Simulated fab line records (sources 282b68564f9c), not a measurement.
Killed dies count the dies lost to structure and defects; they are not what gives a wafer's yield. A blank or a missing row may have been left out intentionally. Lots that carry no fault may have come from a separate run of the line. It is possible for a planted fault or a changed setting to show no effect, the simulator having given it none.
Struck lot and sound lot, side by side    flow rit_cmos    14 out of 202 route steps
Sound: these wafers, L178.3, L178.4, L178.6. Wafers struck: L177.1, L177.2, L177.3. The cause is given at the end.
At each step with rows: each side's tool, then ch and its chambers, then its first start. Under that, the readings that differ: sound wafers    struck wafers    difference of the means    sigmas: that difference in standard deviations of wafers without a fault.
alike: words and numbers the same on both sides, and readings whose means are apart by under 2 such deviations; not compared: readings that were withheld, readings missing a value for some wafer, numbers with overlapping values and no deviation given by the record, and bounds like >300 which may hide the same value.
The two part at a step that has a row with sigmas, a row that says differs or no value, or rows on one side only. Numbers that have no deviation but don't overlap get no sigmas and don't part them. A reading that every wafer of one side lacks parts them only if that side has two wafers or more.

first, 4 steps without rows for these wafers: RIT_PLDD_SOFTBAKE_02 (time 60 s); RIT_PLDD_EXPOSE_03 (exposes mask M8, target cd 40900 nm); RIT_PLDD_PEB_04; RIT_PLDD_DEVELOP_05 (develop time 50 s).
RIT_PLDD_OVL_MEAS_06:
  sound on overlay-02, day 6 22:38; struck on overlay-02, day 6 18:36
  alike: PLDD_OVL
then, 2 steps without rows for these wafers: RIT_PLDD_HARDBAKE_07 (time 60 s); RIT_PLDD_IMPLANT_08.
RIT_PLDD_STRIP_09: strips in O2, time 180 s.
  sound on plasma_asher-02 ch 0,1, day 6 23:01; struck on plasma_asher-04 ch 0,1, day 6 18:56
  alike: drypump_motor_current_A
  not compared: rf_hours_counter_h
RIT_PLDD_TW_MEAS_10:
  sound on film_metro-03, day 6 23:09; struck on film_metro-02, day 6 19:07
  alike: PLDD_TW
then, 3 steps without rows for these wafers: RIT_SPACER_CLEAN_00 (cleans in SC1, time 600 s); RIT_SPACER_CLEAN_01 (cleans in dHF, time 30 s); RIT_SPACER_CLEAN_02 (cleans in SC2, time 600 s).
RIT_SPACER_CVD_03: deposits Si3N4 from SiH2Cl2/NH3, target thk 250 nm, time 3300 s.
  sound on lpcvd-02 ch 1, day 6 23:35; struck on lpcvd-02 ch 0, day 6 19:34
  no value came back on the struck wafers for nh3_flow_sccm (sccm), pressure_mtorr (mTorr); on the sound wafers nh3_flow_sccm (sccm) reads 150.3 150.1 150.1
RIT_M1_PROBE_99:
  the record has rows for the sound wafers here (prober-01, day 7 12:35) and none for the struck ones

## WHERE THEY PART
First at RIT_SPACER_CVD_03; last, within this record, at RIT_M1_PROBE_99.

WHY: whatever the simulator had introduced
At RIT_SPACER_CVD_03, the step was skipped entirely on lpcvd-02 from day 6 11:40 on. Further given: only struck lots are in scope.
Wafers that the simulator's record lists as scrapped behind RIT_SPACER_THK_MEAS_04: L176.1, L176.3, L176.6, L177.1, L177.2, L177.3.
